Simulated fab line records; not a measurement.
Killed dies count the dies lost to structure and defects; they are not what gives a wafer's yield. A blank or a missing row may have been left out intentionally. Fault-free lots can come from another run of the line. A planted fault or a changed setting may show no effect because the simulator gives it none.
Check for tools in common + flow berkeleyCmos170 + 14 lots and 42 wafers in the sample

REASON IT WAS OPENED
Of 14 lots, 2 have the reading PWELL_OXIDE_THK flagged at UCB170_PWELL_THK_MEAS_03. Fault-free wafers read 26.5 nm, with a standard deviation of 0.48.
Rule: a lot is flagged when every wafer of it that has a number lies more than 4 standard deviations from that mean, or none has a number. As for the other lots, they are considered sound.

| lot  | measured    | on           | PWELL_OXIDE_THK (nm), wafer by wafer | flag    |
|------|-------------|--------------|--------------------------------------|---------|
| L850 | day 2 18:34 | filmMetro-03 | 26.6 26.5 27.1                       |         |
| L851 | day 3 04:25 | filmMetro-04 | 26.2 26.2 26.5                       |         |
| L852 | day 3 13:01 | filmMetro-03 | 27.2 27.4 27.0                       |         |
| L853 | day 3 13:01 | filmMetro-01 | 27.0 27.4 27.3                       |         |
| L854 | day 3 23:54 | filmMetro-01 | 32.5 32.6 32.6                       | FLAGGED |
| L855 | day 3 23:54 | filmMetro-04 | 34.2 33.7 33.9                       | FLAGGED |
| L857 | day 4 11:43 | filmMetro-04 | 26.2 26.7 26.3                       |         |
| L866 | day 6 06:15 | filmMetro-04 | 26.1 25.9 26.0                       |         |
| L865 | day 6 06:18 | filmMetro-04 | 26.6 26.5 26.4                       |         |
| L869 | day 6 23:59 | filmMetro-01 | 26.3 26.5 25.8                       |         |
| L870 | day 7 08:14 | filmMetro-03 | 26.3 26.5 25.9                       |         |
| L871 | day 7 08:15 | filmMetro-01 | 25.8 26.1 25.9                       |         |
| L872 | day 7 08:17 | filmMetro-03 | 26.3 26.2 26.5                       |         |
| L873 | day 7 21:47 | filmMetro-04 | 27.1 26.5 26.8                       |         |
The mean of the flagged lots' numbers is 33.2 nm, +6.8 nm from the usual (+14 standard deviations).

EACH LOT AND THE TOOL IT RAN ON
The record keeps 1 process step preceding the reading, out of 331 steps on the route. Read each cell as the tool, then ch plus the chambers that the sampled wafers visited, then the start.
| lot  | flag    | UCB170_PWELL_OXIDATION_02    |
|------|---------|------------------------------|
| L850 |         | furnace-04 ch 0, day 2 17:12 |
| L851 |         | furnace-02 ch 0, day 3 03:04 |
| L852 |         | furnace-04 ch 0, day 3 11:40 |
| L853 |         | furnace-04 ch 0, day 3 11:40 |
| L854 | FLAGGED | furnace-04 ch 0, day 3 22:33 |
| L855 | FLAGGED | furnace-04 ch 0, day 3 22:33 |
| L857 |         | furnace-02 ch 0, day 4 10:22 |
| L866 |         | furnace-02 ch 0, day 6 04:45 |
| L865 |         | furnace-02 ch 0, day 6 04:45 |
| L869 |         | furnace-01 ch 0, day 6 22:37 |
| L870 |         | furnace-02 ch 0, day 7 06:53 |
| L871 |         | furnace-02 ch 0, day 7 06:53 |
| L872 |         | furnace-02 ch 0, day 7 06:53 |
| L873 |         | furnace-04 ch 0, day 7 20:25 |
What these steps do:
- UCB170_PWELL_OXIDATION_02: target thk 26.4 nm, ox time 1260 s.
- UCB170_PWELL_THK_MEAS_03

FLAGGED OVER TOTAL, TOOL BY TOOL (the gauges that took the reading come last)
| step                      | tool         | lots run | flagged | share of the flagged lots | sound lots run after its first flagged lot |
|---------------------------|--------------|----------|---------|---------------------------|--------------------------------------------|
| UCB170_PWELL_OXIDATION_02 | furnace-01   | 1        | 0       | none                      | -                                          |
| UCB170_PWELL_OXIDATION_02 | furnace-02   | 7        | 0       | none                      | -                                          |
| UCB170_PWELL_OXIDATION_02 | furnace-04   | 6        | 2       | all                       | 1 (L873)                                   |
| UCB170_PWELL_THK_MEAS_03  | filmMetro-01 | 4        | 1       | some                      | 2 (L869,L871)                              |
| UCB170_PWELL_THK_MEAS_03  | filmMetro-03 | 4        | 0       | none                      | -                                          |
| UCB170_PWELL_THK_MEAS_03  | filmMetro-04 | 6        | 1       | some                      | 4 (L857,L866,L865,L873)                    |

WHAT THE TABLE PERMITS
1 row of the table ran every flagged lot: furnace-04 at UCB170_PWELL_OXIDATION_02.
- furnace-04 at UCB170_PWELL_OXIDATION_02: 2 of its 6 lots flagged. After the first flagged lot (L873), sound lots still ran on it; a lasting fault on the whole tool would not permit that.
Not one row of the table ran every flagged lot while running no sound lot after the first.

WHAT THE SIMULATOR HAD INSERTED
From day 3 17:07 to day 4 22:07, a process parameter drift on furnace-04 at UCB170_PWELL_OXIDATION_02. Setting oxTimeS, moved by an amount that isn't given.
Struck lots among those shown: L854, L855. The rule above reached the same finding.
